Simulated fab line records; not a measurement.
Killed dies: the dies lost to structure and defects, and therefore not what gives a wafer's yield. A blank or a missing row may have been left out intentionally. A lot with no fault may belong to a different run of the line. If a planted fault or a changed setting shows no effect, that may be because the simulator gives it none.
A sampling plan put to the test | flow berkeley_cmos170 | one fab line, 15 faults that these records tell of, each judged on the records of the lots that it struck
The plan consists of the line's own looks: route steps at which the wafer is read by a gauge or an inspection but not changed. Where struck wafers have a number at a look and the file lists that look's usual mean and standard deviation on fault-free wafers, the look can be judged. Caught: a look later than the fault's first step finds the struck wafers' mean 4 or more of those standard deviations (sigma) from the usual mean. On the tool: the identical test, applied to the tool's own readings at the steps of the fault. If the struck wafers alone have a blank record, or they carry another recipe, that too counts as caught.

== THE FAULTS, as the simulator had put them in ==
1. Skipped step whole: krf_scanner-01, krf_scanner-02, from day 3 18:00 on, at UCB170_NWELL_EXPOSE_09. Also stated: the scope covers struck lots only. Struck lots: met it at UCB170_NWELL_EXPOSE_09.
2. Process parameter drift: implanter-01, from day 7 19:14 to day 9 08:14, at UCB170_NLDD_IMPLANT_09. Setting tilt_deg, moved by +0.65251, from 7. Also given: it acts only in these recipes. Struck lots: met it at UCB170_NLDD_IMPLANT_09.
3. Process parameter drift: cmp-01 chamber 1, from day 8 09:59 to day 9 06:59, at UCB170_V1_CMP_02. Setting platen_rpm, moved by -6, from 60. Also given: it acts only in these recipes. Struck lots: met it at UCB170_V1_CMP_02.
4. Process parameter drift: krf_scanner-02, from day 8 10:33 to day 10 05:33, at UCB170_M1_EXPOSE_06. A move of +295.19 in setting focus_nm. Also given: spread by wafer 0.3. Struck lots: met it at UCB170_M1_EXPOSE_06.
5. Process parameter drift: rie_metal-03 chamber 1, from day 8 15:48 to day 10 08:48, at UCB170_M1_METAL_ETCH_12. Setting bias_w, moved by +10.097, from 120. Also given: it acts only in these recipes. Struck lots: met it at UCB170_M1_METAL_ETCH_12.
6. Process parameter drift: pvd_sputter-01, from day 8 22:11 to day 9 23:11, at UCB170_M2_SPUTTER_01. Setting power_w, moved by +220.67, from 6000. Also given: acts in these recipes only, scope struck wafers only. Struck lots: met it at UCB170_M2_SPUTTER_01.
7. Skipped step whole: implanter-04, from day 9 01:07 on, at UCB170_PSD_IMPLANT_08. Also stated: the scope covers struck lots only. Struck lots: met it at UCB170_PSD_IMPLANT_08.
8. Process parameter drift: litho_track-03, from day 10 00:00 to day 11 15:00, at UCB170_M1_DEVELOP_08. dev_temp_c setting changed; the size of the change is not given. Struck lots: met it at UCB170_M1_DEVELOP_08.
9. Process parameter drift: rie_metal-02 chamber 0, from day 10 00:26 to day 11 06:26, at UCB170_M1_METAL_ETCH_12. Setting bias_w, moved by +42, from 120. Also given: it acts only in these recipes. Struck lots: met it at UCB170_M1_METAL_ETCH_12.
10. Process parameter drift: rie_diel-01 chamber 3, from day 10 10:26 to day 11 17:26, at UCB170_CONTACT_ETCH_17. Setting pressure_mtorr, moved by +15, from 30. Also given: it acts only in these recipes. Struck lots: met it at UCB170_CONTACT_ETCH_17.
11. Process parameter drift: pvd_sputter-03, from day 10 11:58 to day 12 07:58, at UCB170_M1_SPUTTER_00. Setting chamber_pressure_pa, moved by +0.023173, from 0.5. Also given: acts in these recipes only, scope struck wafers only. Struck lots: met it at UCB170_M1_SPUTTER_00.
12. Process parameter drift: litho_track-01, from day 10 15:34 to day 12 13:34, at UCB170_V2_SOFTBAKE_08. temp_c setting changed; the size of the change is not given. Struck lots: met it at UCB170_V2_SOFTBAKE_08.
13. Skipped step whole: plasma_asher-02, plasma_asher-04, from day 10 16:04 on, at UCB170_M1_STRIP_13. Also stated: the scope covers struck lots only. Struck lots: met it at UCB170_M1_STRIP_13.
14. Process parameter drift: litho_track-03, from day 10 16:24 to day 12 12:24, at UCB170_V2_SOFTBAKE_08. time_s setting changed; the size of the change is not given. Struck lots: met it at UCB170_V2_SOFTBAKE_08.
15. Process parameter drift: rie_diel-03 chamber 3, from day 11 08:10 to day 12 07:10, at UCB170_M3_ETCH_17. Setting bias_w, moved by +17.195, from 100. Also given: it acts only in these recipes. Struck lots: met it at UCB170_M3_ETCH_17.

== WHAT THE PLAN SAW ==
fault | on the tool itself                               | first look that catches it                   | reading, sigma       | median hours from its first step to that look | hours from the fault's start to the first struck lot there | judged looks passed uncaught
1     | no reading that can be judged                    | no look after it can be judged               | -                    | -                                             | -                                                          | 0
2     | tilt_deg +32 sigma                               | no look after it can be judged               | -                    | -                                             | -                                                          | 0
3     | platen_rpm -99 or beyond sigma                   | no look after it can be judged               | -                    | -                                             | -                                                          | 0
4     | exposure_dose_mJ_cm2 -6.6 sigma                  | not the one look that can be judged after it | -                    | -                                             | -                                                          | 1
5     | bias_w +27 sigma                                 | not the one look that can be judged after it | -                    | -                                             | -                                                          | 1
6     | cathode_dc_power_W +99 or beyond sigma           | no look after it can be judged               | -                    | -                                             | -                                                          | 0
7     | the tool's record is blank for the struck wafers | UCB170_PSD_TW_MEAS_10                        | PSD_TW -99 or beyond | 0.2                                           | 0                                                          | 0
8     | developer_temp_C -9.9 sigma                      | no look after it can be judged               | -                    | -                                             | -                                                          | 0
9     | bias_w +99 or beyond sigma                       | no look after it can be judged               | -                    | -                                             | -                                                          | 0
10    | chamber_pressure_mTorr +99 or beyond sigma       | no look after it can be judged               | -                    | -                                             | -                                                          | 0
11    | chamber_pressure_pa +23 sigma                    | no look after it can be judged               | -                    | -                                             | -                                                          | 0
12    | heater_power_total_W +70 sigma                   | UCB170_V2_CD_MEAS_12                         | cd_nm +16            | 1.0                                           | 8                                                          | 0
13    | the tool's record is blank for the struck wafers | no look after it can be judged               | -                    | -                                             | -                                                          | 0
14    | run_length_s -93 sigma                           | no look after it can be judged               | -                    | -                                             | -                                                          | 0
15    | bias_w +58 sigma                                 | no look after it can be judged               | -                    | -                                             | -                                                          | 0
Dash: fault not caught, or number not given in these records.

Caught at a look: 2 of 15. Caught on the tool: 14 of 15. By one or the other: 14 of 15.
Caught on the tool alone: faults 2, 3, 4, 5, 6, 8, 9, 10, 11, 13, 14, 15.
Caught by neither: fault 1.

== THINNER SAMPLING ==
In the worst case, this is how late the first struck lot would be measured if the look that catches a fault measured only every second or every third lot, by lot number:
fault | struck lots at that look, in order of time | every lot | every second lot | every third lot
7     | L151, L152                                 | 0 h       | 8 h              | may miss all 2
12    | L321, L325                                 | 8 h       | may miss all 2   | may miss all 2
Hours: fault start to first struck lot measured. The test against the limit of 4 sigma pooled every struck wafer, which means one lot taken alone may stay below that limit. Other struck lots may not be in these records.

== THE LONGEST TIMED WAY FROM STEP TO LOOK ==
Fault 12: a median of 1.0 hours passes between UCB170_V2_SOFTBAKE_08 and UCB170_V2_CD_MEAS_12. No look between them can be judged.
